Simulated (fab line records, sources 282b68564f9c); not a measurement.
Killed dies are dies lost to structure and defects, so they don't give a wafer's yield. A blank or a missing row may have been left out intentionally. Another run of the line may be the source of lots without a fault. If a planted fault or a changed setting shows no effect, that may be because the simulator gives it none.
fab line records + flow rit_cmos
record
- lots=5
- wafers=15
- last_day=8
route steps=202 shown GATE@77 FOX2@80 M1@202
lots untouched by any fault: they come from a run of this same line in which no faults occurred
start_h: the number of hours between the record's first day and the start of the first shown wafer of the lot + wait_h: hours elapsed since this lot's preceding step + " as in the row above + L1.1+2: a row that stands for several wafers + - no value, or no start was given + * or withheld: withheld + < > ~ a bound
route shown NAME@n: NAME is a module with steps in the file, n the number in the route of the first one + usual: mean/standard deviation taken from wafers without a fault + same: alike in all rows + chamber/n: place in a boat + sites: the reading at each site + _std_site: the standard deviation of these + _edge_site: the outer-site mean with the inner-site mean subtracted + radius_mm: how far each site lies from the wafer's centre + mask NAME#n: copy n + behind: tool/chamber where the wafer was last shaped + hold: why the lot went on hold/how many hours it stayed there/how the hold came to an end + device: the n, p or np transistor that did not switch + end of line: the route-end tests of the same wafers + for a step that has no rows: nothing shown but its recipe + killed: dies lost to structure and defects at the first sort, not the wafer's yield + map: the dies of a wafer, with x for killed, . for not killed, _ for no die there
set.NAME: the setting as run; set.NAME@STEP: as run at that earlier step + model.NAME: the simulator's own value behind a step, which no gauge read
certain route steps with their lots: each step a table, each wafer a row
services: the hour from which a tool's chamber was out of use, counted from the record's first day as start_h (under 0 if before that day), plus the number of hours and why
## steps
# step RIT_GATE_CLEAN_02
# recipe
- chemistry=dHF
- dilution=50:1
- time_s=30
# step RIT_GATE_CLEAN_03
# recipe
- chemistry=SC2
- mix=3:3:50
- time_s=600
- temp_c=75
- dry=n2_spin
# step RIT_GATE_CLEAN_04
# recipe
- chemistry=dHF
- dilution=50:1
- time_s=60
- dry=n2_spin
# step RIT_FOX2_THK_MEAS_91
# recipe
- reads=SiO2_of_FOX2_OXIDATION_00
# usual
- FIELD_OXIDE_LEFT_2_THK=257/7.1
| lot.wafer | tool          | chamber | start_h | wait_h | FIELD_OXIDE_LEFT_2_THK[nm] |
|-----------|---------------|---------|---------|--------|----------------------------|
| L297.1    | film_metro-04 | -       | 39.09   | 0.0    | 259                        |
| L297.3    | "             | -       | "       | "      | 251                        |
| L297.5    | "             | -       | "       | "      | 252                        |
| L302.1    | film_metro-02 | -       | 63.84   | 0.0    | 253                        |
| L302.2    | "             | -       | "       | "      | 256                        |
| L302.6    | "             | -       | "       | "      | 257                        |
| L315.1    | film_metro-04 | -       | 128.72  | 0.0    | 272                        |
| L315.5    | "             | -       | "       | "      | 262                        |
| L315.6    | "             | -       | "       | "      | 268                        |
| L317.2    | film_metro-03 | -       | 148.10  | 0.0    | 256                        |
| L317.4    | "             | -       | "       | "      | 261                        |
| L317.5    | "             | -       | "       | "      | 254                        |
| L319.1    | film_metro-02 | -       | 166.17  | 0.0    | 251                        |
| L319.5    | "             | -       | "       | "      | 249                        |
| L319.6    | "             | -       | "       | "      | 249                        |
# step RIT_GATE_OXIDATION_05
# recipe
- temp_c=900
- ambient=O2
- target_thk_a=30
- ox_time_s=270
# step RIT_GATE_ANNEAL_06
# recipe
- temp_c=900
- time_s=600
- ambient=N2O
# step RIT_GATE_THK_MEAS_07
# recipe
- reads=SiO2_of_GATE_OXIDATION_05
# usual
- GATE_OXIDE_THK=3.01/0.061
| lot.wafer | tool          | chamber | start_h | wait_h | GATE_OXIDE_THK[nm] |
|-----------|---------------|---------|---------|--------|--------------------|
| L297.1    | film_metro-02 | -       | 40.55   | 0.0    | 3.13               |
| L297.3    | "             | -       | "       | "      | 3.10               |
| L297.5    | "             | -       | "       | "      | 3.02               |
| L302.1    | film_metro-02 | -       | 65.33   | 0.0    | 3.08               |
| L302.2    | "             | -       | "       | "      | 3.14               |
| L302.6    | "             | -       | "       | "      | 3.09               |
| L315.1    | film_metro-04 | -       | 135.49  | 0.0    | 3.09               |
| L315.5    | "             | -       | "       | "      | 3.03               |
| L315.6    | "             | -       | "       | "      | 2.91               |
| L317.2    | film_metro-02 | -       | 162.54  | 0.0    | 3.07               |
| L317.4    | "             | -       | "       | "      | 3.10               |
| L317.5    | "             | -       | "       | "      | 3.10               |
| L319.1    | film_metro-03 | -       | 175.06  | 0.0    | 2.92               |
| L319.5    | "             | -       | "       | "      | 2.92               |
| L319.6    | "             | -       | "       | "      | 2.99               |
# step RIT_GATE_CVD_08
# recipe
- material=poly-Si
- target_thk_nm=250
- temp_c=610
- precursor=SiH4
- time_s=2220
- pressure_mtorr=300
- sih4_flow_sccm=100
# step RIT_GATE_THK_MEAS_09
# recipe
- reads=poly-Si_of_GATE_CVD_08
# usual
- GATE_POLY_THK=250.4/2
| lot.wafer | tool          | chamber | start_h | wait_h | GATE_POLY_THK[nm] |
|-----------|---------------|---------|---------|--------|-------------------|
| L297.1    | film_metro-03 | -       | 42.22   | 0.0    | 246.4             |
| L297.3    | "             | -       | "       | "      | 246.7             |
| L297.5    | "             | -       | "       | "      | 247.4             |
| L302.1    | film_metro-02 | -       | 67.01   | 0.0    | 250.3             |
| L302.2    | "             | -       | "       | "      | 251.6             |
| L302.6    | "             | -       | "       | "      | 249.6             |
| L315.1    | film_metro-03 | -       | 137.17  | 0.0    | 250.7             |
| L315.5    | "             | -       | "       | "      | 251.9             |
| L315.6    | "             | -       | "       | "      | 251.4             |
| L317.2    | film_metro-03 | -       | 164.22  | 0.0    | 252.2             |
| L317.4    | "             | -       | "       | "      | 255.6             |
| L317.5    | "             | -       | "       | "      | 250.1             |
| L319.1    | film_metro-04 | -       | 177.54  | 0.0    | 251.3             |
| L319.5    | "             | -       | "       | "      | 251.6             |
| L319.6    | "             | -       | "       | "      | 251.1             |
# step RIT_GATE_HMDS_10
# recipe
- prime_time_s=60
- prime_temp_c=140
# step RIT_GATE_COAT_11
# recipe
- resist=NOVOLAK
- spin_rpm=4250
- resist_thk_nm=850
# step RIT_GATE_SOFTBAKE_12
# recipe
- resist=NOVOLAK
- temp_c=90
- time_s=60
# step RIT_GATE_EXPOSE_13
# recipe
- mask_id=M6
- na=0.6
- source_shape=conventional
- sigma_outer=0.6
- target_cd_nm=150
- dose_mj=385
# usual
- exposure_dose_mJ_cm2=383.2/0.41
| lot.wafer | tool             | chamber | start_h | wait_h | mask | exposure_dose_mJ_cm2 |
|-----------|------------------|---------|---------|--------|------|----------------------|
| L297.1    | iline_stepper-02 | 0       | 42.86   | 0.2    | M6#0 | 383.3                |
| L297.3    | "                | 0       | "       | "      | M6#0 | 383.0                |
| L297.5    | "                | 0       | "       | "      | M6#0 | 383.5                |
| L302.1    | iline_stepper-01 | 0       | 67.66   | 0.3    | M6#0 | 368.7                |
| L302.2    | "                | 0       | "       | "      | M6#0 | 368.0                |
| L302.6    | "                | 0       | "       | "      | M6#0 | 368.7                |
| L315.1    | iline_stepper-02 | 0       | 137.81  | 0.2    | M6#0 | 383.6                |
| L315.5    | "                | 0       | "       | "      | M6#0 | 384.0                |
| L315.6    | "                | 0       | "       | "      | M6#0 | 382.9                |
| L317.2    | iline_stepper-01 | 0       | 164.78  | 0.2    | M6#0 | 382.7                |
| L317.4    | "                | 0       | "       | "      | M6#0 | 383.1                |
| L317.5    | "                | 0       | "       | "      | M6#0 | 382.6                |
| L319.1    | iline_stepper-01 | 0       | 178.18  | 0.2    | M6#0 | 383.3                |
| L319.5    | "                | 0       | "       | "      | M6#0 | 383.0                |
| L319.6    | "                | 0       | "       | "      | M6#0 | 382.9                |
# step RIT_GATE_PEB_14
# recipe
- resist=NOVOLAK
- temp_c=withheld
- time_s=withheld
# step RIT_GATE_DEVELOP_15
# recipe
- resist=NOVOLAK
- develop_time_s=50
- dev_temp_c=23.72
| lot.wafer | tool           | chamber | start_h | wait_h | model.GATE.cd_nm |
|-----------|----------------|---------|---------|--------|------------------|
| L297.1+3  | litho_track-04 | 0       | -       | -      | 153.3            |
| L297.5    | "              | 0       | "       | "      | 153.8            |
| L302.1    | litho_track-02 | 0       | -       | -      | 176.8            |
| L302.2    | "              | 0       | "       | "      | 36.46            |
| L302.6    | "              | 0       | "       | "      | 95.94            |
| L315.1    | litho_track-01 | 0       | -       | -      | 147.1            |
| L315.5    | "              | 0       | "       | "      | 147.7            |
| L315.6    | "              | 0       | "       | "      | 147.5            |
| L317.2    | litho_track-04 | 0       | -       | -      | 149.6            |
| L317.4    | "              | 0       | "       | "      | 151.3            |
| L317.5    | "              | 0       | "       | "      | 149.1            |
| L319.1    | litho_track-01 | 0       | -       | -      | 153.9            |
| L319.5    | "              | 0       | "       | "      | 152.8            |
| L319.6    | "              | 0       | "       | "      | 152.5            |
# step RIT_GATE_CD_MEAS_16
# recipe
- target_cd_nm=150
# usual
- cd_nm=150.1/2.4
| lot.wafer | tool      | chamber | start_h | wait_h | cd_nm |
|-----------|-----------|---------|---------|--------|-------|
| L297.1    | cd_sem-02 | -       | 43.26   | -      | 153.5 |
| L297.3    | "         | -       | "       | "      | 153.5 |
| L297.5    | "         | -       | "       | "      | 154.0 |
| L302.1    | cd_sem-01 | -       | 68.06   | -      | -     |
| L302.2    | "         | -       | "       | "      | 36.5  |
| L302.6    | "         | -       | "       | "      | 95.8  |
| L315.1    | cd_sem-01 | -       | 138.21  | -      | 147.0 |
| L315.5    | "         | -       | "       | "      | 147.6 |
| L315.6    | "         | -       | "       | "      | 147.7 |
| L317.2    | cd_sem-02 | -       | 165.19  | -      | 149.5 |
| L317.4    | "         | -       | "       | "      | 151.2 |
| L317.5    | "         | -       | "       | "      | 149.2 |
| L319.1    | cd_sem-01 | -       | 178.58  | -      | 154.0 |
| L319.5    | "         | -       | "       | "      | 152.6 |
| L319.6    | "         | -       | "       | "      | 152.5 |
# step RIT_GATE_OVL_MEAS_17
# usual
- GATE_OVL=0.8/1.2
| lot.wafer | tool       | chamber | start_h | wait_h | GATE_OVL[nm] |
|-----------|------------|---------|---------|--------|--------------|
| L297.1    | overlay-02 | -       | 43.38   | 0.1    | 0.1          |
| L297.3    | "          | -       | "       | "      | -0.8         |
| L297.5    | "          | -       | "       | "      | 1.0          |
| L302.1    | overlay-02 | -       | 68.18   | 0.1    | -            |
| L302.2    | "          | -       | "       | "      | 0.5          |
| L302.6    | "          | -       | "       | "      | 0.3          |
| L315.1    | overlay-02 | -       | 138.33  | 0.1    | -1.3         |
| L315.5    | "          | -       | "       | "      | 1.6          |
| L315.6    | "          | -       | "       | "      | -0.4         |
| L317.2    | overlay-01 | -       | 165.29  | 0.1    | 1.5          |
| L317.4    | "          | -       | "       | "      | 2.4          |
| L317.5    | "          | -       | "       | "      | 0.7          |
| L319.1    | overlay-02 | -       | 178.70  | 0.1    | -0.2         |
| L319.5    | "          | -       | "       | "      | 0.0          |
| L319.6    | "          | -       | "       | "      | 0.3          |
# step RIT_M1_PROBE_99
# usual
- killed_at_contacts=0.1/0.25
- killed_at_front_end=7/3.3
- killed_dies=7/3.2
- killed_on_rim=1.9/1.5
- killed_open=3.6/2.2
- killed_short=3.5/2
# same
- gross_dies=264
- killed_at_M0_to_M3=0
- killed_at_M4_up=0
- killed_at_back_side=0
- killed_at_other=0
| lot.wafer | tool      | chamber | start_h | wait_h | killed_at_contacts | killed_at_front_end | killed_dies | killed_on_rim | killed_open | killed_short |
|-----------|-----------|---------|---------|--------|--------------------|---------------------|-------------|---------------|-------------|--------------|
| L302.1    | prober-02 | -       | 89.90   | 0.1    | 0                  | 264                 | 264         | 70            | 1           | 5            |
| L302.2    | prober-02 | -       | 89.95   | 0.1    | 0                  | 264                 | 264         | 70            | 12          | 4            |
| L302.6    | prober-02 | -       | 90.15   | 0.2    | 0                  | 264                 | 264         | 70            | 1           | 1            |
| L315.1    | prober-01 | -       | 168.05  | 0.1    | 0                  | 8                   | 8           | 3             | 2           | 6            |
| L315.5    | prober-01 | -       | 168.25  | 0.2    | 0                  | 5                   | 5           | 1             | 0           | 5            |
| L315.6    | prober-01 | -       | 168.30  | 0.2    | 0                  | 10                  | 10          | 2             | 7           | 3            |
| L317.2    | prober-01 | -       | 189.38  | 0.1    | 0                  | 6                   | 6           | 0             | 6           | 0            |
| L317.4    | prober-01 | -       | 189.48  | 0.2    | 0                  | 9                   | 9           | 2             | 3           | 6            |
| L317.5    | prober-01 | -       | 189.53  | 0.2    | 0                  | 13                  | 13          | 5             | 6           | 7            |
# killed by level:class
L302.1 GATE:area_expose=258 GATE:geometric_particle:short=5 GATE:geometric_particle:open=1
L302.2 GATE:area_expose=248 GATE:geometric_particle:open=10 GATE:geometric_particle:short=3 FOX2:geometric_particle:open=1 REOX:geometric_particle:short=1 SPACER:geometric_particle:open=1
L302.6 GATE:area_expose=262 SPACER:geometric_particle:short=1 SPACER:geometric_particle:open=1
L315.1 ACTIVE:geometric_particle:short=2 FOX1:geometric_particle:short=2 FOX1:geometric_particle:open=1 GATE:geometric_particle:short=1 GATE:geometric_particle:open=1 SPACER:geometric_particle:short=1
L315.5 GATE:geometric_particle:short=3 FOX2:geometric_particle:short=1 SILICIDE:geometric_particle:short=1
L315.6 GATE:geometric_particle:open=3 SPACER:geometric_particle:open=2 FOX1:geometric_particle:open=1 GATE:geometric_particle:short=1 SPACER:geometric_particle:short=1 SILICIDE:geometric_particle:open=1 SILICIDE:geometric_particle:short=1
L317.2 FOX1:geometric_particle:open=2 SPACER:geometric_particle:open=2 GATE:geometric_particle:open=1 REOX:geometric_particle:open=1
L317.4 GATE:geometric_particle:short=2 SILICIDE:geometric_particle:short=2 FOX1:geometric_particle:open=1 GATE:geometric_particle:open=1 REOX:geometric_particle:open=1 REOX:geometric_particle:short=1 SPACER:geometric_particle:short=1
L317.5 FOX1:geometric_particle:short=3 GATE:geometric_particle:open=3 SPACER:geometric_particle:short=2 SILICIDE:geometric_particle:open=2 FOX2:geometric_particle:short=1 REOX:geometric_particle:short=1 REOX:geometric_particle:open=1
# map L302.1 (x killed, . not)
________xxxxxxx_______
_____xxxxxxxxxxxxx____
____xxxxxxxxxxxxxxx___
___xxxxxxxxxxxxxxxxx__
__xxxxxxxxxxxxxxxxxxx_
__xxxxxxxxxxxxxxxxxxx_
_xxxxxxxxxxxxxxxxxxxxx
_xxxxxxxxxxxxxxxxxxxxx
_xxxxxxxxxxxxxxxxxxxxx
_xxxxxxxxxxxxxxxxxxxxx
__xxxxxxxxxxxxxxxxxxx_
__xxxxxxxxxxxxxxxxxxx_
___xxxxxxxxxxxxxxxxx__
____xxxxxxxxxxxxxxx___
_____xxxxxxxxxxxxx____
________xxxxxxx_______
# map L317.5 (x killed, . not)
________...x..._______
_____...x.........____
____...........x...___
___........x........__
__..................._
__.......x..........._
_...............x..x..
_x....................
_.......x........x....
_.....................
__..................._
__......x............_
___.................__
____...............___
_____.x...........____
________.x....._______
## services
| tool             | chamber | start_h | hours | kind                    |
|------------------|---------|---------|-------|-------------------------|
| iline_stepper-02 | -       | 66.17   | 2.1   | pm                      |
| iline_stepper-02 | -       | 68.25   | -     | consumable_replace:lamp |
| iline_stepper-01 | -       | 83.48   | 1.7   | pm                      |
| iline_stepper-02 | -       | 99.51   | 1.7   | pm                      |
## key
first_sign
- step=RIT_GATE_EXPOSE_13
- reading=exposure_dose_mJ_cm2
- direction=down
- sigmas=35
- usual=383.2
- struck=368.5
effect
- step=RIT_GATE_CD_MEAS_16
- reading=cd_nm
- direction=down
- sigmas=35
- usual=150.1
- struck=66.2
- through=control_loop
effect
- step=RIT_M1_PROBE_99
- reading=killed_dies
- direction=up
- sigmas=79
- usual=7
- struck=264
model_effect
- step=RIT_GATE_DEVELOP_15
- value=GATE.cd_nm
- without=149.4
- struck=103.1
more_kills_born_at
- RIT_GATE_EXPOSE_13@iline_stepper-01=768
met_at RIT_GATE_EXPOSE_13
struck_wafers L302.1,L302.2,L302.6
later_rows_left_out L302.1,L302.2,L302.6
tester_left_out L302
loop_trim
- step=RIT_GATE_EXPOSE_13
- setting=dose
- lots=L302
fault
- kind=process_parameter_drift
- tool=iline_stepper-01
- chamber=-
- onset_h=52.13
- steps=RIT_GATE_EXPOSE_13
- channel=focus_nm
- offset=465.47
- spread_by_wafer=0.3
- shape=step
- end_h=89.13
# tester_left_out: of these lots the tester's yield and bins aren't shown, on N5 and GAA mostly nor the transistor test; their killed dies are dies lost to structure and defects alone, not to doping, threshold or leakage, so they don't give the yield
# later_rows_left_out: the simulator's readings of these wafers behind a module that went badly wrong aren't trusted and aren't shown, but for the sort
# loop_trim: a control loop set the setting to another value than it would have without faults
